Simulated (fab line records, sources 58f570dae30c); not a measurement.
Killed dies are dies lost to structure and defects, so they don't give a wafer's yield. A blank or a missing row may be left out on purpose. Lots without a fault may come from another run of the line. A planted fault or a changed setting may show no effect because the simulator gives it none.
A struck lot beside a sound one | flow berkeley_cmos170 | 14 steps out of a route of 331
Sound: wafers L749.1, L749.2, L749.4. Struck: wafers L747.1, L747.3, L747.6. The cause comes at the end.
At each step with rows: each side's tool, then ch and its chambers, then its first start. Under that, the readings that differ: sound wafers | struck wafers | difference of the means | sigmas: that difference in standard deviations of wafers without a fault.
alike: readings whose means differ by less than 2 such deviations, and words and numbers that are the same on both sides. not compared: withheld readings, readings that some wafer has no value for, bounds like >300 that may hide the same value, and numbers for which the record gives no deviation and whose values overlap.
The two part at a step that has a row with sigmas, a row that says differs or no value, or rows on one side only. Numbers that don't overlap but have no deviation are shown without sigmas and don't part them. A reading that every wafer of one side lacks parts them only if that side has two wafers or more.

UCB170_CONTACT_STRIP_06: strips in O2.
  sound on plasma_asher-04 ch 0,1, day 9 15:02; struck on plasma_asher-03 ch 1, day 9 15:51
  alike: drypump_motor_current_A, oes_product_au, strip_time_to_endpoint_s
  not compared: rf_hours_counter_h
then, 1 step without rows for these wafers: UCB170_CONTACT_CLEAN_07 (cleans in SPM, time 600 s).
UCB170_CONTACT_RTA_08: time 10 s.
  sound on rtp_anneal-02 ch 0, day 9 15:18; struck on rtp_anneal-01 ch 0, day 9 16:08
  alike: lamp_power_pct, wafer_temp_C_max
then, 6 steps without rows for these wafers: UCB170_CONTACT_COAT_09; UCB170_CONTACT_COAT_10 (resist thk 900 nm); UCB170_CONTACT_SOFTBAKE_11 (time 60 s); UCB170_CONTACT_EXPOSE_12 (exposes mask CONT, target cd 700 nm); UCB170_CONTACT_PEB_13; UCB170_CONTACT_DEVELOP_14 (develop time 45 s).
UCB170_CONTACT_CD_MEAS_15: target cd 700 nm.
  sound on cd_sem-01, day 9 17:00; struck on cd_sem-01, day 9 17:37
  alike: cd_nm
UCB170_CONTACT_OVL_MEAS_16:
  sound on overlay-01, day 9 17:07; struck on overlay-02, day 9 17:44
  reading          | sound | struck   | difference | sigmas
  CONTACT_OVL (nm) | 3 8 9 | -8 -3 -7 | -13        | -2
UCB170_CONTACT_ETCH_17: etches BARC in N2/H2.
  sound on rie_diel-04 ch 1,2,3, day 9 17:10; struck on rie_diel-02 ch 0,1, day 9 17:46
  alike: drypump_motor_current_A, oes_product_au, throttle_valve_pct
UCB170_CONTACT_ETCH_18: etches PSG in CHF3/CF4/Ar, stops on TiSi2, target depth 840 nm, time 195 s.
  sound on rie_diel-04 ch 1,2,3, day 9 17:00; struck on rie_diel-02 ch 0,1, day 9 17:00
  reading                                  | sound             | struck            | difference | sigmas
  oes_product_au (a.u.)                    | 0.886 0.905 0.889 | 0.793 0.783 0.791 | -0.104     | -8
  model.CONTACT.feature_depth_nm (nm)      | 691.7 689.8 689.2 | 528.7 541.1 535   | -155.3     |
  model.etch.depth_nm (nm)                 | 691.7 689.8 689.2 | 528.7 541.1 535   | -155.3     |
  model.KrF_of_CONTACT_COAT_10.thk_nm (nm) | 692.3 688.9 690.8 | 763.9 762.2 760.3 | +71.5      |
  alike: drypump_motor_current_A, throttle_valve_pct
  not compared: rf_hours_counter_h
UCB170_CONTACT_STRIP_19: strips in O2.
  sound on plasma_asher-02 ch 0,1, day 9 17:20; struck on plasma_asher-04 ch 0,1, day 9 17:56
  alike: drypump_motor_current_A, oes_product_au
  not compared: rf_hours_counter_h

WHERE THEY PART
First at UCB170_CONTACT_OVL_MEAS_16; last, within this record, at UCB170_CONTACT_ETCH_18. Later steps at which nothing parts them and some readings are alike: UCB170_CONTACT_STRIP_19.

WHY: what the simulator had put in
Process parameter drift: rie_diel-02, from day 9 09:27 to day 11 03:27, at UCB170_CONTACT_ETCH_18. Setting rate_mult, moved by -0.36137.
